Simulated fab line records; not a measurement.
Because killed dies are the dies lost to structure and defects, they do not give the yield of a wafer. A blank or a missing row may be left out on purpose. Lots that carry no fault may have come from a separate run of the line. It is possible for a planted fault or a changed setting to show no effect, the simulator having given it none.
Matching of chambers + flow berkeley_cmos170 + UCB170_M3_STRIP_08 on wet_bench-04: 4 sister chambers
The step strips KrF in DMSO, time 600 s. 22 wafers are shown with their chamber, then 11 later ones without.

== WAFERS WITH THEIR CHAMBER ==
| wafer  | chamber | temp_c (C) |
|--------|---------|------------|
| L360.1 | 1       | 80.23      |
| L360.3 | 1       | 80.31      |
| L360.4 | 1       | 80.07      |
| L361.1 | 0       | 80.14      |
| L361.2 | 0       | 80.10      |
| L361.5 | 0       | 80.03      |
| L363.2 | 1       | 80.07      |
| L363.4 | 1       | 80.07      |
| L363.5 | 1       | 79.93      |
| L365.2 | 0       | 80.17      |
| L365.4 | 0       | 80.01      |
| L365.5 | 0       | 80.04      |
| L364.2 | 1       | 80.00      |
| L364.3 | 1       | 80.02      |
| L364.4 | 1       | 80.00      |
| L368.4 | 2       | 80.08      |
| L368.5 | 2       | 80.31      |
| L368.6 | 2       | 80.16      |
| L366.2 | 3       | 79.93      |
| L366.3 | 3       | 79.93      |
| L366.4 | 3       | 79.98      |
| L370.2 | 3       | 80.02      |

SIGNATURES (means of the wafers above)
| reading | chamber 0 | chamber 1 | chamber 2 | chamber 3 | scatter within a chamber |
|---------|-----------|-----------|-----------|-----------|--------------------------|
| temp_c  | 80.0817   | 80.0778   | 80.1833   | 79.9650   | 0.0968                   |
Rule: distance of a wafer from a chamber = root of the sum over the readings of ((wafer's reading minus chamber's mean) / reading's scatter) squared. The wafer belongs to the nearest chamber; if the next one is less than 2 further off, it can't be placed. How the scatter is found: for the shown wafers, subtract from each reading the mean of its chamber, square and add these, divide the total by (wafers less chambers), then take the root.

== WAFERS WITHOUT THEIR CHAMBER ==
| wafer  | temp_c (C) |
|--------|------------|
| L370.3 | 79.94      |
| L370.4 | 79.82      |
| L371.2 | 79.96      |
| L371.3 | 79.98      |
| L371.4 | 79.93      |
| L383.2 | 80.11      |
| L383.3 | 79.96      |
| L383.6 | 80.04      |
| L382.1 | 79.95      |
| L382.3 | 79.91      |
| L382.5 | 80.01      |

== EACH ONE'S CHAMBER ==
| wafer  | from the rows above               | in truth |
|--------|-----------------------------------|----------|
| L370.3 | can't be placed: 3 or 1 or 0      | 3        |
| L370.4 | can't be placed: 3 or 1 or 0      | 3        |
| L371.2 | can't be placed: 3 or 1 or 0      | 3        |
| L371.3 | can't be placed: 3 or 1 or 0 or 2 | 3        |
| L371.4 | can't be placed: 3 or 1 or 0      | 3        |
| L383.2 | can't be placed: 0 or 1 or 2 or 3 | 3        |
| L383.3 | can't be placed: 3 or 1 or 0      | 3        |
| L383.6 | can't be placed: 1 or 0 or 3 or 2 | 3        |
| L382.1 | can't be placed: 3 or 1 or 0      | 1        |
| L382.3 | can't be placed: 3 or 1 or 0      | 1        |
| L382.5 | can't be placed: 3 or 1 or 0 or 2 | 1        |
Placed correctly: 0 of 11. Cannot be placed on the basis of these rows: 11; the candidates contain the true chamber in 11. 0 placed wrongly.
